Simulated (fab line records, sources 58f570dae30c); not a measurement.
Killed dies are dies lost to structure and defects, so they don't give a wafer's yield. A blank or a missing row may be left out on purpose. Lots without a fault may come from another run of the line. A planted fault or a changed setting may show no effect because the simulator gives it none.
fab line records | flow berkeley_cmos170 | part 1 of 2: steps 1 to 40 of 44
record lots=6 wafers=18 last_day=12
route steps=331 shown CONTACT@226 M1@238 V1@254 M3@331
lots that met no fault: from a run of the same line without faults
start_h: hours from the record's first day to the start of the lot's first wafer shown | wait_h: hours since the lot's step before | " the same as in the row above | L1.1+2: a row that stands for several wafers | - no value, or no start given | * or withheld: withheld | < > ~ a bound
route shown NAME@n: a module of which the file shows steps, and the number in the route of the first | usual: mean/standard deviation of fault-free wafers | same: alike in all rows | chamber/n: place in a boat | sites: the reading at each site | _std_site: their standard deviation | _edge_site: outer sites' mean less inner sites' | radius_mm: how far each site lies from the wafer's centre | mask NAME#n: copy n | behind: the tool/chamber that last shaped the wafer | hold: why the lot was held/for how many hours/how that ended | device: the transistor (n, p or np) that didn't switch | end of line: the same wafers' tests at the end of the route | a step without rows: its recipe alone | killed: dies lost to structure and defects at the first sort, not the wafer's yield | map: a wafer's dies, x killed, . not, _ none there
set.NAME: the setting as run; set.NAME@STEP: as run at that earlier step | model.NAME: the simulator's own value behind a step, which no gauge read
lots at some steps of the route; a table a step, a row a wafer
services: from which hour (start_h, from the record's first day; less than 0 if before it) a tool's chamber was out of use, for how many hours, and why
## steps
# step UCB170_CONTACT_COAT_10
# recipe resist=KrF spin_rpm=1500 resist_thk_nm=900
# step UCB170_CONTACT_SOFTBAKE_11
# recipe resist=KrF temp_c=130 time_s=60
# step UCB170_CONTACT_EXPOSE_12
# recipe mask_id=CONT target_cd_nm=700 na=0.5 sigma_outer=0.6 source_shape=conventional dose_mj=35
# step UCB170_CONTACT_PEB_13
# recipe peb_temp_c=130 peb_time_s=withheld resist=KrF
# step UCB170_CONTACT_DEVELOP_14
# recipe developer=TMAH develop_time_s=45 resist=KrF dev_temp_c=21
# step UCB170_CONTACT_CD_MEAS_15
# recipe target_cd_nm=700
# usual cd_nm=699.9/1.3
# columns lot.wafer tool chamber start_h wait_h cd_nm
L435.1 cd_sem-02 - 136.63 - 700.3
L435.2 " - " " 701.5
L435.6 " - " " 701.7
L438.4 cd_sem-02 - 156.85 - 700.3
L438.5 " - " " 699.7
L438.6 " - " " 700.0
L440.2 cd_sem-02 - 164.10 - 699.8
L440.3 " - " " 700.9
L440.4 " - " " 699.9
L443.1 cd_sem-02 - 186.19 - 698.6
L443.5 " - " " 698.4
L443.6 " - " " 699.8
L455.2 cd_sem-01 - 240.68 - 697.7
L455.3 " - " " 698.7
L455.4 " - " " 698.2
L457.3 cd_sem-01 - 256.81 - 702.2
L457.5 " - " " 703.4
L457.6 " - " " 702.3
# step UCB170_CONTACT_OVL_MEAS_16
# usual CONTACT_OVL=2/5
# columns lot.wafer tool chamber start_h wait_h CONTACT_OVL[nm]
L435.1 overlay-01 - 136.75 0.1 7
L435.2 " - " " 7
L435.6 " - " " 5
L438.4 overlay-01 - 156.92 0.1 -2
L438.5 " - " " 4
L438.6 " - " " -4
L440.2 overlay-01 - 164.20 0.1 8
L440.3 " - " " 8
L440.4 " - " " 8
L443.1 overlay-01 - 186.31 0.1 0
L443.5 " - " " 6
L443.6 " - " " 3
L455.2 overlay-02 - 240.78 0.1 -5
L455.3 " - " " 2
L455.4 " - " " 0
L457.3 overlay-02 - 256.90 0.1 2
L457.5 " - " " 5
L457.6 " - " " 0
# step UCB170_CONTACT_ETCH_17
# recipe chemistry=N2/H2 target_depth_a=withheld overetch_a=withheld target=BARC time_s=withheld source_w=500 bias_w=100 pressure_mtorr=30 n2_flow_sccm=100 h2_flow_sccm=200
# usual drypump_motor_current_A=5.9/0.46 oes_product_au=0.995/0.018 throttle_valve_pct=13.28/0.2
# columns lot.wafer tool chamber start_h wait_h drypump_motor_current_A oes_product_au throttle_valve_pct
L435.1 rie_diel-03 2 136.79 0.0 5.4 0.971 13.65
L435.2 " 0 " " 6.4 0.981 13.22
L435.6 " 0 " " 6.4 0.986 13.23
L438.4 rie_diel-03 0 156.96 0.0 6.4 0.993 13.21
L438.5 " 3 " " 5.9 1.004 13.16
L438.6 " 2 " " 5.4 0.965 13.63
L440.2 rie_diel-04 3 164.23 0.0 6.2 0.991 13.29
L440.3 " 0 " " 6.1 1.014 13.01
L440.4 " 2 " " 5.1 1.015 13.30
L443.1 rie_diel-03 2 186.34 0.0 5.4 0.964 13.64
L443.5 " 3 " " 5.9 0.994 13.17
L443.6 " 2 " " 5.4 0.959 13.64
L455.2 rie_diel-03 0 240.81 0.0 6.4 0.996 13.22
L455.3 " 2 " " 5.4 0.969 13.64
L455.4 " 1 " " 5.5 0.994 13.14
L457.3 rie_diel-01 3 256.92 0.0 6.2 1.016 13.28
L457.5 " 1 " " 5.1 1.012 13.51
L457.6 " 0 " " 6.3 0.975 13.55
# step UCB170_CONTACT_ETCH_18
# recipe chemistry=CHF3/CF4/Ar target=PSG stop_on=TiSi2 CHF3_flow_sccm=45 cf4_flow_sccm=15 Ar_flow_sccm=150 pressure_mtorr=200 rf_w=700 target_depth_a=8400 over_etch_frac=0.2 time_s=195
# step UCB170_CONTACT_STRIP_19
# recipe chemistry=O2 power_w=400 pressure_mtorr=3500 platen_temp_c=withheld o2_flow_sccm=400 overash_fraction=0.5
# usual drypump_motor_current_A=5.8/0.55 oes_product_au=0.725/0.0045
# columns lot.wafer tool chamber start_h wait_h drypump_motor_current_A oes_product_au rf_hours_counter_h
L435.1 plasma_asher-03 0 136.96 - 5.1 0.730 42
L435.2 " 1 " " 6.7 0.725 42
L435.6 " 0 " " 5.1 0.729 -
L438.4 plasma_asher-03 0 157.14 - 5.1 0.721 -
L438.5 " 0 " " 5.1 0.733 -
L438.6 " 1 " " 6.7 0.728 -
L440.2 plasma_asher-02 0 164.40 - 6.0 0.724 36
L440.3 " 0 " " 6.0 0.737 -
L440.4 " 1 " " 5.6 0.733 -
L443.1 plasma_asher-03 1 186.51 - 6.7 0.716 49
L443.5 " 1 " " 6.7 0.731 -
L443.6 " 0 " " 5.1 0.727 -
L455.2 plasma_asher-03 1 240.98 - 6.7 0.729 54
L455.3 " 1 " " 6.7 0.724 -
L455.4 " 0 " " 5.1 0.726 -
L457.3 plasma_asher-01 0 257.12 - 5.5 0.726 -
L457.5 " 1 " " 5.2 0.730 -
L457.6 " 0 " " 5.5 0.730 -
# step UCB170_CONTACT_CD_MEAS_90
# recipe target_cd_nm=700
# usual cd_nm=699.9/1.6
# columns lot.wafer tool chamber start_h wait_h cd_nm
L435.1 cd_sem-01 - 137.06 0.1 699.4
L435.2 " - " " 701.3
L435.6 " - " " 701.4
L438.4 cd_sem-02 - 157.27 0.1 700.7
L438.5 " - " " 700.6
L438.6 " - " " 699.8
L440.2 cd_sem-02 - 164.52 0.1 698.5
L440.3 " - " " 700.9
L440.4 " - " " 698.5
L443.1 cd_sem-01 - 186.61 0.1 697.6
L443.5 " - " " 699.7
L443.6 " - " " 700.0
L455.2 cd_sem-01 - 241.11 0.1 697.3
L455.3 " - " " 698.2
L455.4 " - " " 698.8
L457.3 cd_sem-02 - 257.23 0.1 702.5
L457.5 " - " " 702.3
L457.6 " - " " 702.3
# step UCB170_CONTACT_CLEAN_20
# recipe chemistry=SPM temp_c=120 time_s=600
# step UCB170_M1_SPUTTER_00
# recipe material=Al target_thk_nm=600 time_s=80 power_w=6000 chamber_pressure_pa=0.5
# usual throttle_valve_pct=29.6/1.1
# columns lot.wafer tool chamber start_h wait_h throttle_valve_pct model.Al_of_M1_SPUTTER_00.thk_nm
L435.1 pvd_sputter-04 - 137.37 0.0 29.1 603.6
L435.2 " - " " 31.4 601.9
L435.6 " - " " 30.2 592.9
L438.4 pvd_sputter-03 - 157.50 0.0 30.0 608.3
L438.5 " - " " 30.6 604.5
L438.6 " - " " 28.1 604.4
L440.2 pvd_sputter-03 - 164.79 0.0 28.6 320
L440.3 " - " " 27.9 315.7
L440.4 " - " " 29.9 324.2
L443.1 pvd_sputter-03 - 186.90 0.0 28.1 319.6
L443.5 " - " " 28.1 319.9
L443.6 " - " " 30.1 323.4
L455.2 pvd_sputter-01 - 241.40 0.0 31.4 597.3
L455.3 " - " " 28.4 606.5
L455.4 " - " " 28.9 590.8
L457.3 pvd_sputter-04 - 257.49 0.0 31.4 601.8
L457.5 " - " " 31.4 603.4
L457.6 " - " " 29.5 596.9
# step UCB170_M1_RS_MEAS_01
# recipe thk_meas_gauge=four-point-probe reads=Al_of_M1_SPUTTER_00
# usual M1_AL_RS=0.0485/0.00055
# columns lot.wafer tool chamber start_h wait_h M1_AL_RS[ohm/sq]
L435.1 film_metro-04 - 137.43 0.0 0.0482
L435.2 " - " " 0.0483
L435.6 " - " " 0.0491
L438.4 film_metro-03 - 157.63 0.1 0.0478
L438.5 " - " " 0.0481
L438.6 " - " " 0.0481
L440.2 film_metro-03 - 164.88 0.1 0.0923
L440.3 " - " " 0.0936
L440.4 " - " " 0.0909
L443.1 film_metro-02 - 186.97 0.0 0.0925
L443.5 " - " " 0.0924
L443.6 " - " " 0.0913
L455.2 film_metro-04 - 241.48 0.1 0.0487
L455.3 " - " " 0.0479
L455.4 " - " " 0.0492
L457.3 film_metro-03 - 257.59 0.1 0.0484
L457.5 " - " " 0.0483
L457.6 " - " " 0.0488
# step UCB170_M1_THK_MEAS_02
# recipe thk_meas_gauge=xrf reads=Al_of_M1_SPUTTER_00
# usual M1_AL_THK=592/7.4
# columns lot.wafer tool chamber start_h wait_h M1_AL_THK[nm]
L435.1 film_metro-04 - 137.55 0.1 600
L435.2 " - " " 601
L435.6 " - " " 589
L438.4 film_metro-03 - 157.72 0.1 593
L438.5 " - " " 593
L438.6 " - " " 594
L440.2 film_metro-03 - 164.99 0.1 313
L440.3 " - " " 310
L440.4 " - " " 318
L443.1 film_metro-02 - 187.09 0.1 315
L443.5 " - " " 316
L443.6 " - " " 319
L455.2 film_metro-04 - 241.59 0.1 594
L455.3 " - " " 601
L455.4 " - " " 583
L457.3 film_metro-03 - 257.69 0.1 596
L457.5 " - " " 593
L457.6 " - " " 590
# step UCB170_M1_COAT_03
# recipe resist=BARC temp_c=withheld time_s=withheld spin_rpm=3000 resist_thk_nm=withheld
# step UCB170_M1_COAT_04
# recipe resist=KrF spin_rpm=1500 resist_thk_nm=900
# step UCB170_M1_SOFTBAKE_05
# recipe resist=KrF temp_c=130 time_s=60
# step UCB170_M1_EXPOSE_06
# recipe mask_id=METAL1 target_cd_nm=700 na=0.5 sigma_outer=0.6 source_shape=conventional dose_mj=21
# step UCB170_M1_PEB_07
# recipe peb_temp_c=130 peb_time_s=withheld resist=KrF
# step UCB170_M1_DEVELOP_08
# recipe developer=TMAH develop_time_s=45 resist=KrF dev_temp_c=21
# step UCB170_M1_CD_MEAS_09
# recipe target_cd_nm=700
# usual cd_nm=699.9/1.4
# columns lot.wafer tool chamber start_h wait_h cd_nm
L435.1 cd_sem-01 - 138.57 - 700.1
L435.2 " - " " 699.8
L435.6 " - " " 700.1
L438.4 cd_sem-02 - 158.77 - 697.8
L438.5 " - " " 697.8
L438.6 " - " " 699.0
L440.2 cd_sem-01 - 166.26 - 698.9
L440.3 " - " " 699.9
L440.4 " - " " 698.1
L443.1 cd_sem-02 - 187.99 - 699.9
L443.5 " - " " 701.9
L443.6 " - " " 701.5
L455.2 cd_sem-01 - 242.50 - 700.8
L455.3 " - " " 700.6
L455.4 " - " " 700.4
L457.3 cd_sem-01 - 258.61 - 700.5
L457.5 " - " " 700.7
L457.6 " - " " 700.1
# step UCB170_M1_OVL_MEAS_10
# usual M1_OVL=1/5.7
# columns lot.wafer tool chamber start_h wait_h M1_OVL[nm]
L435.1 overlay-02 - 138.69 0.1 -5
L435.2 " - " " -4
L435.6 " - " " 2
L438.4 overlay-02 - 158.85 0.1 -6
L438.5 " - " " -8
L438.6 " - " " -5
L440.2 overlay-01 - 166.37 0.1 2
L440.3 " - " " -3
L440.4 " - " " 8
L443.1 overlay-01 - 188.11 0.1 5
L443.5 " - " " 3
L443.6 " - " " 7
L455.2 overlay-01 - 242.61 0.1 5
L455.3 " - " " 8
L455.4 " - " " 6
L457.3 overlay-02 - 258.70 0.1 -1
L457.5 " - " " 1
L457.6 " - " " -3
# step UCB170_M1_ETCH_11
# recipe chemistry=N2/H2 target_depth_a=withheld overetch_a=withheld target=BARC time_s=withheld source_w=500 bias_w=100 pressure_mtorr=30 n2_flow_sccm=100 h2_flow_sccm=200
# usual drypump_motor_current_A=5.7/0.51 oes_product_au=0.988/0.019 throttle_valve_pct=13.22/0.21
# columns lot.wafer tool chamber start_h wait_h drypump_motor_current_A oes_product_au throttle_valve_pct
L435.1 rie_diel-03 2 138.73 0.0 5.4 0.958 13.64
L435.2 " 1 " " 5.5 0.999 13.15
L435.6 " 0 " " 6.4 1.002 13.22
L438.4 rie_diel-04 0 158.87 0.0 6.1 1.012 13.01
L438.5 " 1 " " 5.9 0.980 13.00
L438.6 " 2 " " 5.1 1.013 13.31
L440.2 rie_diel-03 0 166.40 0.0 6.4 1.003 13.20
L440.3 " 1 " " 5.5 1.002 13.15
L440.4 " 2 " " 5.4 0.973 13.63
L443.1 rie_diel-03 1 188.14 0.0 5.5 1.004 13.13
L443.5 " 2 " " 5.4 0.969 13.64
L443.6 " 3 " " 6.0 0.991 13.18
L455.2 rie_diel-04 2 242.64 0.0 5.2 1.012 13.32
L455.3 " 0 " " 6.1 1.004 13.02
L455.4 " 1 " " 5.9 0.979 13.00
L457.3 rie_diel-03 0 258.72 0.0 6.4 0.992 13.23
L457.5 " 0 " " 6.4 1.000 13.21
L457.6 " 2 " " 5.4 0.975 13.63
# step UCB170_M1_METAL_ETCH_12
# recipe chemistry=Cl2/BCl3 target=Al stop_on=PSG pressure_mtorr=12 target_depth_a=7800 over_etch_frac=0.3 time_s=130 icp_w=600 bias_w=120 Cl2_flow_sccm=90 bcl3_flow_sccm=45
# usual drypump_motor_current_A=5.70/0.29 oes_product_au=0.859/0.0089 throttle_valve_pct=24.2/0.37
# same over_etch_frac=0.3
# columns lot.wafer tool chamber start_h wait_h drypump_motor_current_A oes_product_au rf_hours_counter_h throttle_valve_pct
L435.1 rie_metal-04 0 138.77 - 6.17 0.854 9 23.7
L435.2 " 1 " " 5.60 0.868 4 24.2
L435.6 " 1 " " 5.63 0.862 - 24.2
L438.4 rie_metal-02 1 158.95 - 5.14 0.862 - 24.5
L438.5 " 1 " " 5.13 0.855 - 24.5
L438.6 " 0 " " 5.59 0.863 - 24.4
L440.2 rie_metal-04 1 166.44 - 5.56 0.644 5 24.3
L440.3 " 1 " " 5.56 0.642 - 24.3
L440.4 " 0 " " 6.14 0.636 - 23.8
L443.1 rie_metal-04 0 188.19 - 6.12 0.631 10 23.8
L443.5 " 0 " " 6.14 0.630 - 23.8
L443.6 " 1 " " 5.59 0.637 - 24.3
L455.2 rie_metal-01 1 242.68 - 5.68 0.840 9 24.2
L455.3 " 0 " " 5.70 0.866 - 24.9
L455.4 " 1 " " 5.71 0.841 - 24.2
L457.3 rie_metal-01 1 258.81 - 5.71 0.844 - 24.2
L457.5 " 0 " " 5.65 0.853 - 24.9
L457.6 " 1 " " 5.73 0.847 - 24.2
# step UCB170_M1_STRIP_13
# recipe chemistry=O2 power_w=400 pressure_mtorr=3500 platen_temp_c=withheld o2_flow_sccm=400 overash_fraction=0.5
# usual drypump_motor_current_A=5.7/0.35 oes_product_au=0.720/0.0047
# columns lot.wafer tool chamber start_h wait_h drypump_motor_current_A oes_product_au rf_hours_counter_h
L435.1 plasma_asher-02 0 138.90 0.1 6.0 0.728 33
L435.2 " 1 " " 5.6 0.721 33
L435.6 " 0 " " 6.0 0.724 -
L438.4 plasma_asher-01 1 159.08 0.1 5.2 0.717 -
L438.5 " 0 " " 5.5 0.714 -
L438.6 " 1 " " 5.2 0.722 -
L440.2 plasma_asher-02 0 166.58 0.1 6.0 0.722 36
L440.3 " 1 " " 5.6 0.722 -
L440.4 " 0 " " 6.0 0.726 -
L443.1 plasma_asher-04 0 188.32 0.1 6.4 0.723 8
L443.5 " 0 " " 6.4 0.722 -
L443.6 " 1 " " 6.1 0.719 -
L455.2 plasma_asher-01 0 242.82 0.1 5.5 0.718 59
L455.3 " 1 " " 5.2 0.725 -
L455.4 " 0 " " 5.5 0.726 -
L457.3 plasma_asher-04 1 258.93 0.1 6.0 0.722 -
L457.5 " 0 " " 6.4 0.715 -
L457.6 " 1 " " 6.1 0.726 -
# step UCB170_M1_CD_MEAS_90
# recipe target_cd_nm=700
# usual cd_nm=699.5/2.4
# columns lot.wafer tool chamber start_h wait_h cd_nm
L435.1 cd_sem-01 - 139.00 0.1 698.6
L435.2 " - " " 701.9
L435.6 " - " " 701.6
L438.4 cd_sem-02 - 159.20 0.1 698.5
L438.5 " - " " 698.8
L438.6 " - " " 698.8
L440.2 cd_sem-01 - 166.80 0.2 697.1
L440.3 " - " " 698.7
L440.4 " - " " 693.9
L443.1 cd_sem-01 - 188.42 0.1 696.2
L443.5 " - " " 698.7
L443.6 " - " " 700.8
L455.2 cd_sem-01 - 243.02 0.2 702.7
L455.3 " - " " 702.9
L455.4 " - " " 701.2
L457.3 cd_sem-01 - 259.04 0.1 704.6
L457.5 " - " " 704.0
L457.6 " - " " 703.2
# step UCB170_M1_ANNEAL_14
# recipe temp_c=400 time_s=1200 ambient=forming_gas
# step UCB170_V1_CVD_00
# recipe material=SiO2 target_thk_nm=2000 temp_c=390 precursor=TEOS/O2 time_s=250 rf_w=550 pressure_mtorr=9000
# step UCB170_V1_THK_MEAS_01
# recipe reads=SiO2_of_V1_CVD_00
# usual V1_TEOS_THK=1994/29
# columns lot.wafer tool chamber start_h wait_h V1_TEOS_THK[nm]
L435.1 film_metro-03 - 141.53 0.1 1950
L435.2 " - " " 1959
L435.6 " - " " 2000
L438.4 film_metro-01 - 163.51 0.0 2025
L438.5 " - " " 2017
L438.6 " - " " 2007
L440.2 film_metro-03 - 168.83 0.1 1995
L440.3 " - " " 2000
L440.4 " - " " 2031
L443.1 film_metro-01 - 195.16 0.1 1994
L443.5 " - " " 2019
L443.6 " - " " 2039
L455.2 film_metro-01 - 245.94 0.1 1917
L455.3 " - " " 1947
L455.4 " - " " 1989
L457.3 film_metro-01 - 263.86 0.1 1972
L457.5 " - " " 1977
L457.6 " - " " 1985
# step UCB170_V1_CMP_02
# recipe material=SiO2 down_force_psi=6 platen_rpm=60 pad_velocity_m_s=0.75398
# usual head_pressure_psi=6.001/0.013 motor_current_A=15.1/1.8
# columns lot.wafer tool chamber start_h wait_h head_pressure_psi motor_current_A
L435.2 cmp-01 3 141.67 0.1 6.005 16.4
L435.1 " 2 " " 6.005 13.4
L435.6 " 0 " " 6.006 16.8
L438.4 cmp-01 3 163.59 0.1 6.005 17.2
L438.5 " 2 " " 6.002 12.7
L438.6 " 3 " " 5.987 17.1
L440.2 cmp-01 0 169.02 0.2 6.008 16.3
L440.4 " 1 " " 6.000 12.6
L440.3 " 3 " " 6.010 16.9
L443.1 cmp-02 2 195.32 0.1 5.996 15.8
L443.5 " 0 " " 6.001 16.6
L443.6 " 1 " " 5.999 14.7
L455.4 cmp-02 0 245.99 0.0 6.014 17.2
L455.3 " 1 " " 6.008 15.1
L455.2 " 3 " " 5.983 17.3
L457.3 cmp-01 1 263.95 0.1 6.010 12.6
L457.6 " 0 " " 5.992 15.0
L457.5 " 1 " " 5.995 12.4
# step UCB170_V1_BOW_MEAS_03
# recipe mode=bow
# usual V1_BOW=18/6.6
# columns lot.wafer tool chamber start_h wait_h V1_BOW[um]
L435.1 film_metro-03 - 141.97 0.1 32
L435.2 " - " " 28
L435.6 " - " " 26
L438.4 film_metro-03 - 163.90 0.3 35
L438.5 " - " " 15
L438.6 " - " " 36
L440.2 film_metro-03 - 169.34 0.3 15
L440.3 " - " " 19
L440.4 " - " " 11
L443.1 film_metro-01 - 195.52 0.1 13
L443.5 " - " " 11
L443.6 " - " " 12
L455.2 film_metro-03 - 246.31 0.1 17
L455.3 " - " " 11
L455.4 " - " " 9
L457.3 film_metro-03 - 264.26 0.3 24
L457.5 " - " " 15
L457.6 " - " " 14
# step UCB170_V1_THK_MEAS_04
# recipe reads=SiO2_of_V1_CVD_00
# usual V1_POLISHED_THK=1000.2/1.1
# columns lot.wafer tool chamber start_h wait_h V1_POLISHED_THK[nm]
L435.1 film_metro-03 - 142.09 0.1 1001.8
L435.2 " - " " 1000.7
L435.6 " - " " 998.8
L438.4 film_metro-03 - 163.99 0.1 1000.4
L438.5 " - " " 1001.3
L438.6 " - " " 1002.9
L440.2 film_metro-03 - 169.45 0.1 999.4
L440.3 " - " " 1002.2
L440.4 " - " " 999.2
L443.1 film_metro-01 - 195.64 0.1 999.5
L443.5 " - " " 999.7
L443.6 " - " " 999.3
L455.2 film_metro-03 - 246.42 0.1 999.1
L455.3 " - " " 1000.4
L455.4 " - " " 998.5
L457.3 film_metro-03 - 264.36 0.1 999.6
L457.5 " - " " 998.4
L457.6 " - " " 998.2
# step UCB170_V1_CLEAN_05
# recipe chemistry=DIW
# step UCB170_V1_HMDS_06
# recipe prime_time_s=60 prime_temp_c=100
# step UCB170_V1_COAT_07
# recipe resist=KrF spin_rpm=1500 resist_thk_nm=900
# step UCB170_V1_SOFTBAKE_08
# recipe resist=KrF temp_c=130 time_s=60
# step UCB170_V1_EXPOSE_09
# recipe mask_id=VIA1 target_cd_nm=700 na=0.5 sigma_outer=0.6 source_shape=conventional dose_mj=37
# step UCB170_V1_PEB_10
# recipe peb_temp_c=130 peb_time_s=withheld resist=KrF
# step UCB170_V1_DEVELOP_11
# recipe developer=TMAH develop_time_s=45 resist=KrF dev_temp_c=21
## key
first_sign step=UCB170_M1_RS_MEAS_01 reading=M1_AL_RS direction=up sigmas=79 usual=0.0485 struck=0.0922
effect step=UCB170_M1_THK_MEAS_02 reading=M1_AL_THK direction=down sigmas=37 usual=592 struck=315
effect step=UCB170_M1_METAL_ETCH_12 reading=oes_product_au direction=down sigmas=25 usual=0.859 struck=0.637
model_effect step=UCB170_M1_SPUTTER_00 value=Al_of_M1_SPUTTER_00.thk_nm without=596.7 struck=320.4
model_effect step=UCB170_V1_ETCH_14 value=Al_of_M1_SPUTTER_00.thk_nm without=596.9 struck=320.7
model_effect step=UCB170_M3_PROBE_99 value=etest.contact_pplus.rc_ohm without=1.615 struck=1.671
met_at UCB170_M1_SPUTTER_00
struck_wafers L440.2,L440.3,L440.4,L443.1,L443.5,L443.6
onset_between 157.50 164.79
fault kind=process_parameter_drift tool=pvd_sputter-03 chamber=- onset_h=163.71 steps=UCB170_M1_SPUTTER_00 channel=target_thk_nm offset=-276.22 shape=step end_h=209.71 acts_in=these_recipes_only stated=600
